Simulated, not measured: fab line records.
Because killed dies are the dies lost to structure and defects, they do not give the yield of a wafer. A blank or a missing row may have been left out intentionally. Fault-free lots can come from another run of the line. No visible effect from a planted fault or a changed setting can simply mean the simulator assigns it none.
fab line records || flow berkeley-cmos170
record: {"lots": 14, "wafers": 42, "last-day": 11}
route steps=331 shown SDANNEAL@205
lots that met no fault: taken from a fault-free run of the same line
start-h: hours from the record's first day to the start of the lot's first wafer shown || wait-h: hours from the lot's prior step to this one || " same as the row above || L1.1+2: a single row standing in for several wafers || - no value, or no start given || * or withheld: withheld || < > ~ a bound
route shown NAME@n: a module of which the file shows steps, and the number in the route of the first || usual: mean/standard deviation of fault-free wafers || same: alike in all rows || chamber/n: place in a boat || sites: each site's reading || _std_site: how widely they spread, as a standard deviation || _edge_site: mean of outer sites minus mean of inner sites || radius-mm: how far each site lies from the wafer's centre || mask NAME#n: copy n || behind: tool/chamber where the wafer was last shaped || hold: cause of the lot's hold/its duration in hours/its outcome || device: transistor that didn't switch, given as n, p or np || end of line: the tests these same wafers got at the end of their route || a step without rows: its recipe alone || killed: dies that structure and defects cost at the first sort, which is not the same as the wafer's yield || map: a wafer's dies, marking killed ones x, the rest . and places with no die _
set.NAME: the setting the step ran with; set.NAME@STEP: the setting that earlier step ran with || model.NAME: the simulator's own value behind a step, which no gauge read
route steps across a sampled set of lots; one table per step, one row per wafer
services: a tool's chamber out of use, with start hour (start-h, from the record's first day; less than 0 if before it), hours out, and reason
== steps ==
step: UCB170_SDANNEAL_RTA_01
recipe: {"temp-c": 1050, "time-s": 5, "ambient": "N2"}
usual: {"anneal-temp-c-max": "1054.2/0.91", "chamber-o2-ppm": "2.000/0.022", "lamp-power-pct": "39.0/1.1", "wafer_temp_C_max": "1055.4/1"}
{"lot.wafer": "L696.1", "tool": "rtp-anneal-01", "chamber": 0, "start-h": 139.35, "wait-h": 0.1, "anneal-temp-c-max": 1054.1, "chamber-o2-ppm": 1.990, "lamp-power-pct": 38.1, "wafer_temp_C_max": 1054.1}
{"lot.wafer": "L696.3", "tool": "rtp-anneal-01", "chamber": 0, "start-h": 139.35, "wait-h": 0.1, "anneal-temp-c-max": 1054.6, "chamber-o2-ppm": 2.013, "lamp-power-pct": 38.2, "wafer_temp_C_max": 1057.5}
{"lot.wafer": "L696.6", "tool": "rtp-anneal-01", "chamber": 0, "start-h": 139.35, "wait-h": 0.1, "anneal-temp-c-max": 1054.1, "chamber-o2-ppm": 1.975, "lamp-power-pct": 38.2, "wafer_temp_C_max": 1055.7}
{"lot.wafer": "L699.1", "tool": "rtp-anneal-02", "chamber": 0, "start-h": 163.97, "wait-h": 0.1, "anneal-temp-c-max": 1054.7, "chamber-o2-ppm": 2.011, "lamp-power-pct": 40.3, "wafer_temp_C_max": 1057.4}
{"lot.wafer": "L699.3", "tool": "rtp-anneal-02", "chamber": 0, "start-h": 163.97, "wait-h": 0.1, "anneal-temp-c-max": 1055.1, "chamber-o2-ppm": 2.026, "lamp-power-pct": 40.3, "wafer_temp_C_max": 1055.3}
{"lot.wafer": "L699.6", "tool": "rtp-anneal-02", "chamber": 0, "start-h": 163.97, "wait-h": 0.1, "anneal-temp-c-max": 1054.3, "chamber-o2-ppm": 2.017, "lamp-power-pct": 40.4, "wafer_temp_C_max": 1055.7}
{"lot.wafer": "L700.1", "tool": "rtp-anneal-01", "chamber": 0, "start-h": 163.97, "wait-h": 0.1, "anneal-temp-c-max": 1053.5, "chamber-o2-ppm": 2.011, "lamp-power-pct": 38.1, "wafer_temp_C_max": 1053.2}
{"lot.wafer": "L700.4", "tool": "rtp-anneal-01", "chamber": 0, "start-h": 163.97, "wait-h": 0.1, "anneal-temp-c-max": 1055.1, "chamber-o2-ppm": 2.019, "lamp-power-pct": 38.1, "wafer_temp_C_max": 1057.4}
{"lot.wafer": "L700.5", "tool": "rtp-anneal-01", "chamber": 0, "start-h": 163.97, "wait-h": 0.1, "anneal-temp-c-max": 1054.9, "chamber-o2-ppm": 2.010, "lamp-power-pct": 38.2, "wafer_temp_C_max": 1055.8}
{"lot.wafer": "L701.1", "tool": "rtp-anneal-01", "chamber": 0, "start-h": 174.69, "wait-h": 0.1, "anneal-temp-c-max": 1053.3, "chamber-o2-ppm": 1.999, "lamp-power-pct": 38.2, "wafer_temp_C_max": 1053.9}
{"lot.wafer": "L701.2", "tool": "rtp-anneal-01", "chamber": 0, "start-h": 174.69, "wait-h": 0.1, "anneal-temp-c-max": 1052.8, "chamber-o2-ppm": 1.964, "lamp-power-pct": 38.1, "wafer_temp_C_max": 1054.1}
{"lot.wafer": "L701.3", "tool": "rtp-anneal-01", "chamber": 0, "start-h": 174.69, "wait-h": 0.1, "anneal-temp-c-max": 1055.4, "chamber-o2-ppm": 1.955, "lamp-power-pct": 38.2, "wafer_temp_C_max": 1055.2}
{"lot.wafer": "L702.1", "tool": "rtp-anneal-02", "chamber": 0, "start-h": 174.96, "wait-h": 0.1, "anneal-temp-c-max": 1054.5, "chamber-o2-ppm": 1.972, "lamp-power-pct": 40.3, "wafer_temp_C_max": 1056.0}
{"lot.wafer": "L702.3", "tool": "rtp-anneal-02", "chamber": 0, "start-h": 174.96, "wait-h": 0.1, "anneal-temp-c-max": 1054.3, "chamber-o2-ppm": 1.970, "lamp-power-pct": 40.3, "wafer_temp_C_max": 1056.0}
{"lot.wafer": "L702.4", "tool": "rtp-anneal-02", "chamber": 0, "start-h": 174.96, "wait-h": 0.1, "anneal-temp-c-max": 1053.9, "chamber-o2-ppm": 2.002, "lamp-power-pct": 40.3, "wafer_temp_C_max": 1056.2}
{"lot.wafer": "L707.1", "tool": "rtp-anneal-02", "chamber": 0, "start-h": 189.80, "wait-h": 0.1, "anneal-temp-c-max": 1053.8, "chamber-o2-ppm": 2.022, "lamp-power-pct": 40.3, "wafer_temp_C_max": 1055.5}
{"lot.wafer": "L707.3", "tool": "rtp-anneal-02", "chamber": 0, "start-h": 189.80, "wait-h": 0.1, "anneal-temp-c-max": 1053.9, "chamber-o2-ppm": 2.002, "lamp-power-pct": 40.3, "wafer_temp_C_max": 1054.7}
{"lot.wafer": "L707.4", "tool": "rtp-anneal-02", "chamber": 0, "start-h": 189.80, "wait-h": 0.1, "anneal-temp-c-max": 1053.5, "chamber-o2-ppm": 2.002, "lamp-power-pct": 40.4, "wafer_temp_C_max": 1054.2}
{"lot.wafer": "L705.1", "tool": "rtp-anneal-01", "chamber": 0, "start-h": 191.12, "wait-h": 0.1, "anneal-temp-c-max": 1054.5, "chamber-o2-ppm": 2.007, "lamp-power-pct": 38.1, "wafer_temp_C_max": 1054.0}
{"lot.wafer": "L705.3", "tool": "rtp-anneal-01", "chamber": 0, "start-h": 191.12, "wait-h": 0.1, "anneal-temp-c-max": 1053.1, "chamber-o2-ppm": 2.005, "lamp-power-pct": 38.2, "wafer_temp_C_max": 1054.7}
{"lot.wafer": "L705.5", "tool": "rtp-anneal-01", "chamber": 0, "start-h": 191.12, "wait-h": 0.1, "anneal-temp-c-max": 1053.7, "chamber-o2-ppm": 2.007, "lamp-power-pct": 38.2, "wafer_temp_C_max": 1055.9}
{"lot.wafer": "L710.4", "tool": "rtp-anneal-02", "chamber": "-", "start-h": 217.11, "wait-h": 0.1, "anneal-temp-c-max": "-", "chamber-o2-ppm": "-", "lamp-power-pct": "-", "wafer_temp_C_max": "-"}
{"lot.wafer": "L710.5", "tool": "rtp-anneal-02", "chamber": "-", "start-h": 217.11, "wait-h": 0.1, "anneal-temp-c-max": "-", "chamber-o2-ppm": "-", "lamp-power-pct": "-", "wafer_temp_C_max": "-"}
{"lot.wafer": "L710.6", "tool": "rtp-anneal-02", "chamber": "-", "start-h": 217.11, "wait-h": 0.1, "anneal-temp-c-max": "-", "chamber-o2-ppm": "-", "lamp-power-pct": "-", "wafer_temp_C_max": "-"}
{"lot.wafer": "L709.2", "tool": "rtp-anneal-01", "chamber": "-", "start-h": 217.45, "wait-h": 0.1, "anneal-temp-c-max": "-", "chamber-o2-ppm": "-", "lamp-power-pct": "-", "wafer_temp_C_max": "-"}
{"lot.wafer": "L709.5", "tool": "rtp-anneal-01", "chamber": "-", "start-h": 217.45, "wait-h": 0.1, "anneal-temp-c-max": "-", "chamber-o2-ppm": "-", "lamp-power-pct": "-", "wafer_temp_C_max": "-"}
{"lot.wafer": "L709.6", "tool": "rtp-anneal-01", "chamber": "-", "start-h": 217.45, "wait-h": 0.1, "anneal-temp-c-max": "-", "chamber-o2-ppm": "-", "lamp-power-pct": "-", "wafer_temp_C_max": "-"}
{"lot.wafer": "L713.1", "tool": "rtp-anneal-01", "chamber": 0, "start-h": 223.86, "wait-h": 0.1, "anneal-temp-c-max": 1053.0, "chamber-o2-ppm": 2.020, "lamp-power-pct": 38.2, "wafer_temp_C_max": 1055.2}
{"lot.wafer": "L713.3", "tool": "rtp-anneal-01", "chamber": 0, "start-h": 223.86, "wait-h": 0.1, "anneal-temp-c-max": 1053.5, "chamber-o2-ppm": 2.000, "lamp-power-pct": 38.1, "wafer_temp_C_max": 1055.3}
{"lot.wafer": "L713.5", "tool": "rtp-anneal-01", "chamber": 0, "start-h": 223.86, "wait-h": 0.1, "anneal-temp-c-max": 1054.2, "chamber-o2-ppm": 2.006, "lamp-power-pct": 38.2, "wafer_temp_C_max": 1055.7}
{"lot.wafer": "L715.1", "tool": "rtp-anneal-02", "chamber": 0, "start-h": 242.54, "wait-h": 0.1, "anneal-temp-c-max": 1055.7, "chamber-o2-ppm": 2.015, "lamp-power-pct": 40.4, "wafer_temp_C_max": 1055.3}
{"lot.wafer": "L715.3", "tool": "rtp-anneal-02", "chamber": 0, "start-h": 242.54, "wait-h": 0.1, "anneal-temp-c-max": 1054.5, "chamber-o2-ppm": 1.990, "lamp-power-pct": 40.3, "wafer_temp_C_max": 1053.5}
{"lot.wafer": "L715.5", "tool": "rtp-anneal-02", "chamber": 0, "start-h": 242.54, "wait-h": 0.1, "anneal-temp-c-max": 1055.7, "chamber-o2-ppm": 1.970, "lamp-power-pct": 40.4, "wafer_temp_C_max": 1054.7}
{"lot.wafer": "L716.1", "tool": "rtp-anneal-02", "chamber": 0, "start-h": 242.99, "wait-h": 0.1, "anneal-temp-c-max": 1056.1, "chamber-o2-ppm": 2.013, "lamp-power-pct": 40.3, "wafer_temp_C_max": 1056.9}
{"lot.wafer": "L716.4", "tool": "rtp-anneal-02", "chamber": 0, "start-h": 242.99, "wait-h": 0.1, "anneal-temp-c-max": 1055.7, "chamber-o2-ppm": 2.036, "lamp-power-pct": 40.4, "wafer_temp_C_max": 1055.1}
{"lot.wafer": "L716.5", "tool": "rtp-anneal-02", "chamber": 0, "start-h": 242.99, "wait-h": 0.1, "anneal-temp-c-max": 1056.5, "chamber-o2-ppm": 2.023, "lamp-power-pct": 40.3, "wafer_temp_C_max": 1054.6}
{"lot.wafer": "L719.1", "tool": "rtp-anneal-01", "chamber": 0, "start-h": 243.09, "wait-h": 0.1, "anneal-temp-c-max": 1054.9, "chamber-o2-ppm": 1.980, "lamp-power-pct": 38.2, "wafer_temp_C_max": 1054.9}
{"lot.wafer": "L719.2", "tool": "rtp-anneal-01", "chamber": 0, "start-h": 243.09, "wait-h": 0.1, "anneal-temp-c-max": 1053.9, "chamber-o2-ppm": 1.987, "lamp-power-pct": 38.2, "wafer_temp_C_max": 1054.4}
{"lot.wafer": "L719.4", "tool": "rtp-anneal-01", "chamber": 0, "start-h": 243.09, "wait-h": 0.1, "anneal-temp-c-max": 1054.7, "chamber-o2-ppm": 1.982, "lamp-power-pct": 38.2, "wafer_temp_C_max": 1054.8}
{"lot.wafer": "L717.2", "tool": "rtp-anneal-02", "chamber": 0, "start-h": 243.43, "wait-h": 0.1, "anneal-temp-c-max": 1055.3, "chamber-o2-ppm": 1.969, "lamp-power-pct": 40.4, "wafer_temp_C_max": 1054.3}
{"lot.wafer": "L717.5", "tool": "rtp-anneal-02", "chamber": 0, "start-h": 243.43, "wait-h": 0.1, "anneal-temp-c-max": 1054.2, "chamber-o2-ppm": 2.000, "lamp-power-pct": 40.4, "wafer_temp_C_max": 1054.2}
{"lot.wafer": "L717.6", "tool": "rtp-anneal-02", "chamber": 0, "start-h": 243.43, "wait-h": 0.1, "anneal-temp-c-max": 1052.9, "chamber-o2-ppm": 1.989, "lamp-power-pct": 40.4, "wafer_temp_C_max": 1056.8}
== services ==
{"tool": "rtp-anneal-02", "chamber": "-", "start-h": 210.76, "hours": 2.5, "kind": "repair"}
== key ==
first-sign: {"step": "UCB170_SDANNEAL_RTA_01", "reading": "tool-record", "direction": "missing"}
effect none on later readings
met-at UCB170_SDANNEAL_RTA_01
struck-lots L709,L710
later-rows-left-out L709.2,L709.5,L709.6,L710.4,L710.5,L710.6
sort-left-out L709.2,L709.5,L709.6,L710.4,L710.5,L710.6
tester-left-out L709,L710
onset-between 191.12 217.11
fault: {"kind": "skipped-step-whole", "tool": "rtp-anneal-01,rtp-anneal-02", "chamber": "-", "onset-h": 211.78, "steps": "UCB170_SDANNEAL_RTA_01", "scope": "struck-lots-only"}
tester-left-out: of these lots the tester's yield and bins aren't shown, on N5 and GAA mostly nor the transistor test; their killed dies are dies lost to structure and defects alone, not to doping, threshold or leakage, so they don't give the yield
sort-left-out: the simulated sort isn't trusted on such a fault, so these wafers' sort isn't shown, and their yield isn't known
later-rows-left-out: the simulator's readings of these wafers behind a module that went badly wrong aren't trusted and aren't shown, but for the sort
